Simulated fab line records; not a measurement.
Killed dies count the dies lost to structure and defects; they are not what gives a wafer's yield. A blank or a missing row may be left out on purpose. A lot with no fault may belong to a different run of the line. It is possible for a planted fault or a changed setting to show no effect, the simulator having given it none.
2 desks looking at one fault :: flow berkeleyCmos170 :: every desk sees just its own numbers, and what lay behind them comes last

== TOOL OWNER'S DESK, lithoTrack-03 ==
For each lot that ran on this tool, the mean over its sampled wafers that have a number, from the tool's own readings at UCB170_M1_PEB_07. Marked OUT: a lot whose mean sits more than 4 standard deviations from the usual mean, which makes it out of limits; the brackets give that distance.
Columns: A = exhaustPa at UCB170_M1_PEB_07, usual 45.1 Pa; B = heaterPowerTotalW at UCB170_M1_PEB_07, usual 56.80 W
lot: L464
first seen here: day 9 03:48
A: 44.9
B: 56.77

lot: L466
first seen here: day 9 04:03
A: 45.4
B: 56.83

lot: L470
first seen here: day 10 09:43
A: 43.8
B: 56.82

lot: L471
first seen here: day 10 10:34
A: 45.6
B: 56.82

lot: L474
first seen here: day 10 18:13
A: 44.7
B: 56.80

lot: L475
first seen here: day 11 11:26
A: 44.7
B: 58.52 (+40) OUT

lot: L478
first seen here: day 11 18:16
A: 45.5
B: 58.49 (+39) OUT
This desk finds L475, L478 out of limits, L475 being first, at day 11 11:26 (heaterPowerTotalW at UCB170_M1_PEB_07). L464, L466, L470, L471, L474 stayed within limits.

== AT THE METROLOGY DESK ==
What the gauges read, lot by lot, whatever tool the lot ran on: means of the sampled wafers that have a number. Marked OUT: a lot whose mean sits more than 4 standard deviations from the usual mean, which makes it out of limits; the brackets give that distance.
Columns: A = cdNm at UCB170_M1_CD_MEAS_09, usual 700.0 nm
lot: L456
first seen here: day 7 12:01
A: 702.4

lot: L458
first seen here: day 7 21:17
A: 698.0

lot: L461
first seen here: day 8 06:55
A: 698.8

lot: L462
first seen here: day 8 20:59
A: 695.8

lot: L463
first seen here: day 8 21:15
A: 701.4

lot: L464
first seen here: day 9 04:04
A: 699.0

lot: L466
first seen here: day 9 04:19
A: 701.7

lot: L467
first seen here: day 10 00:40
A: 700.4

lot: L470
first seen here: day 10 09:59
A: 700.6

lot: L471
first seen here: day 10 10:50
A: 700.6

lot: L474
first seen here: day 10 18:28
A: 698.0

lot: L475
first seen here: day 11 11:42
A: 707.0 (+4.7) OUT

lot: L477
first seen here: day 11 16:53
A: 700.6

lot: L478
first seen here: day 11 18:32
A: 707.7 (+5.2) OUT
This desk finds L475, L478 out of limits, L475 being first, at day 11 11:42 (cdNm at UCB170_M1_CD_MEAS_09). L456, L458, L461, L462, L463, L464, L466, L467, L470, L471, L474, L477 stayed within limits.

== TAKEN TOGETHER ==
At day 11 11:26, on L475, L478, the tool owner's desk was in a position to raise an alarm.
An alarm was possible from the metrology desk at day 11 11:42, on L475, L478.
UCB170_M1_PEB_07 was run on lithoTrack-03 by each of the lots named.

== WHAT THE SIMULATOR PUT IN ==
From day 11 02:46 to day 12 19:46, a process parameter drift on lithoTrack-03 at UCB170_M1_PEB_07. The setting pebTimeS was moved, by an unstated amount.
Struck lots among those shown: L475, L478.
Counting hours from when the fault started, the first reading out of limits came at 9 for the tool owner's desk and at 9 for the metrology desk.
